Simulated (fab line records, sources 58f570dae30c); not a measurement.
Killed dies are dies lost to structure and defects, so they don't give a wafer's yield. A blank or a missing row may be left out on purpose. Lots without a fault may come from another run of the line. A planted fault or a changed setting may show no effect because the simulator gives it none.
Chamber matching | flow berkeley_cmos170 | UCB170_V1_CMP_02 on cmp-02: 4 sister chambers
The step polishes SiO2. 14 wafers are shown with their chamber, then 6 later ones without.

WAFERS WITH THEIR CHAMBER
wafer  | chamber | motor_current_A (A)
L364.1 | 3       | 15.7
L364.4 | 1       | 15.5
L364.5 | 1       | 15.5
L367.1 | 0       | 14.4
L367.3 | 1       | 15.1
L367.5 | 1       | 13.9
L373.2 | 0       | 14.8
L373.3 | 2       | 18.2
L373.5 | 3       | 15.6
L374.3 | 1       | 14.6
L374.4 | 3       | 15.3
L374.5 | 3       | 15.6
L375.4 | 2       | 16.9
L375.5 | 1       | 14.5

SIGNATURES (means of the wafers above)
reading         | chamber 0 | chamber 1 | chamber 2 | chamber 3 | scatter within a chamber
motor_current_A | 14.600    | 14.850    | 17.550    | 15.550    | 0.549
Rule: a wafer's distance from a chamber is the root of the sum, over the readings, of the square of ((its reading less the chamber's mean) divided by the reading's scatter). The wafer belongs to the nearest chamber; if the next one is less than 2 further off, it can't be placed. The scatter: the root of (the sum of the squares of (reading less its chamber's mean) over the shown wafers, divided by (wafers less chambers)).

WAFERS WITHOUT THEIR CHAMBER
wafer  | motor_current_A (A)
L375.6 | 14.5
L385.1 | 14.6
L385.2 | 14.9
L385.4 | 18.7
L387.1 | 14.3
L387.3 | 17.8

WHICH CHAMBER EACH WENT THROUGH
wafer  | from the rows above          | in truth
L375.6 | can't be placed: 0 or 1 or 3 | 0
L385.1 | can't be placed: 0 or 1 or 3 | 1
L385.2 | can't be placed: 1 or 0 or 3 | 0
L385.4 | 2                            | 2
L387.1 | can't be placed: 0 or 1 or 3 | 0
L387.3 | 2                            | 2
Placed correctly: 2 of 6. Can't be placed from these rows: 4 (the true chamber is among the candidates in 4). Placed wrongly: 0.
